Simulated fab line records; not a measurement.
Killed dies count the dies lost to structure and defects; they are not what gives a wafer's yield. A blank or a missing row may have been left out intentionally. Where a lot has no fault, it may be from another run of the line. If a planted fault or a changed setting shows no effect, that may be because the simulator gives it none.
Chamber matching | flow berkeleyCmos170 | 4 sister chambers for UCB170_V1_CMP_02 on cmp-01
The step polishes SiO2. 4 wafers are shown with their chamber, then 7 later ones without.

== WAFERS WITH THEIR CHAMBER ==
wafer  | chamber | motorCurrentA (A)
L356.4 | 2       | 15.4
L359.3 | 1       | 16.0
L363.4 | 0       | 15.8
L363.5 | 3       | 13.4

== WAFERS WITH NO CHAMBER GIVEN ==
wafer  | motorCurrentA (A)
L363.6 | 15.1
L370.2 | 15.8
L370.3 | 14.9
L370.6 | 15.4
L369.2 | 16.2
L369.4 | 15.4
L369.5 | 13.9

== CHAMBER TAKEN BY EACH ==
wafer  | from the rows above          | in truth
L363.6 | can't be placed: 2 or 0 or 1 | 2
L370.2 | can't be placed: 0 or 1 or 2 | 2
L370.3 | can't be placed: 2 or 0 or 1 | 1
L370.6 | can't be placed: 2 or 0 or 1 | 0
L369.2 | can't be placed: 1 or 0 or 2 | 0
L369.4 | can't be placed: 2 or 0 or 1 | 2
L369.5 | 3                            | 3
Correct placement for 1 of the 7. These rows do not allow placing 6 (true chamber among the candidates in 6). Wrongly placed: 0.
How it was worked out, from the rows above alone: a wafer's distance from a chamber is the root of the sum, over the readings, of the square of ((its reading less the chamber's mean) divided by the reading's scatter). The wafer belongs to the nearest chamber; if the next one is less than 2 further off, it can't be placed. A chamber's mean is the mean of its shown wafers. The scatter: with one shown wafer a chamber, the root of the mean of the squares of how far each hidden wafer lies from its nearest shown one.
